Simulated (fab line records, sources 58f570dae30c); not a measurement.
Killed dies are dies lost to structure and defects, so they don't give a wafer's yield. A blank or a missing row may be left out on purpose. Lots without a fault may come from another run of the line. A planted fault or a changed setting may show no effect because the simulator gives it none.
A struck lot beside a sound one | flow berkeley_cmos170 | 15 steps out of a route of 331
Sound: wafers L243.1, L243.3, L243.4. Struck: wafers L255.2, L255.4, L255.5. The cause comes at the end.
At each step with rows: each side's tool, then ch and its chambers, then its first start. Under that, the readings that differ: sound wafers | struck wafers | difference of the means | sigmas: that difference in standard deviations of wafers without a fault.
alike: readings whose means differ by less than 2 such deviations, and words and numbers that are the same on both sides. not compared: withheld readings, readings that some wafer has no value for, bounds like >300 that may hide the same value, and numbers for which the record gives no deviation and whose values overlap.
The two part at a step that has a row with sigmas, a row that says differs or no value, or rows on one side only. Numbers that don't overlap but have no deviation are shown without sigmas and don't part them. A reading that every wafer of one side lacks parts them only if that side has two wafers or more.

first, 2 steps without rows for these wafers: UCB170_PWELL_ANNEAL_04 (time 900 s); UCB170_PWELL_CVD_05 (deposits Si3N4 from SiH2Cl2/NH3, target thk 220 nm, time 3300 s).
UCB170_PWELL_THK_MEAS_06:
  sound on film_metro-03, day 3 21:53; struck on film_metro-02, day 6 09:47
  alike: PWELL_NITRIDE_THK
then, 6 steps without rows for these wafers: UCB170_PWELL_HMDS_07 (prime time 60 s); UCB170_PWELL_COAT_08 (resist thk 900 nm); UCB170_PWELL_SOFTBAKE_09 (time 60 s); UCB170_PWELL_EXPOSE_10 (exposes mask PWELL, target cd 3000 nm); UCB170_PWELL_PEB_11; UCB170_PWELL_DEVELOP_12 (develop time 45 s).
UCB170_PWELL_OVL_MEAS_13:
  sound on overlay-01, day 3 23:25; struck on overlay-01, day 6 10:41
  alike: PWELL_OVL
UCB170_PWELL_ETCH_14: etches Si3N4 in CH3F/Ar/O2, stops on SiO2, target depth 242 nm, time 151 s.
  sound on rie_diel-02 ch 1,2,3, day 3 23:26; struck on rie_diel-03 ch 1,2, day 6 10:43
  alike: drypump_motor_current_A, oes_product_au, throttle_valve_pct
  not compared: rf_hours_counter_h
then, 1 step without rows for these wafers: UCB170_PWELL_IMPLANT_15.
UCB170_PWELL_STRIP_16: strips in O2.
  sound on plasma_asher-02 ch 0,1, day 3 23:41; struck on plasma_asher-03 ch 0,1, day 6 10:58
  reading               | sound             | struck            | difference | sigmas
  oes_product_au (a.u.) | 0.724 0.723 0.715 | 0.791 0.796 0.796 | +0.074     | +16
  overash_fraction      | 0.5 0.5 0.5       | 0.3 0.3 0.3       | -0.2       |
  alike: drypump_motor_current_A, strip_time_to_endpoint_s
  not compared: rf_hours_counter_h
UCB170_PWELL_TW_MEAS_17:
  sound on film_metro-03, day 3 23:47; struck on film_metro-03, day 6 11:04
  alike: PWELL_TW
-- the record jumps here: 5 days lie between the struck wafers' starts before and after (it left off in module PWELL and takes up again in module M3, whose first step shown is number 331 of the route) --
UCB170_M3_PROBE_99:
  the record has rows for the struck wafers here (prober-01, day 11 17:14) and none for the sound ones

WHERE THEY PART
First at UCB170_PWELL_STRIP_16; last, within this record, at UCB170_M3_PROBE_99.

WHY: what the simulator had put in
Process parameter drift: plasma_asher-03, from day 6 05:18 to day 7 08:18, at UCB170_PWELL_STRIP_16. Setting overash_fraction, moved by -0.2, from 0.5. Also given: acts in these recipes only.
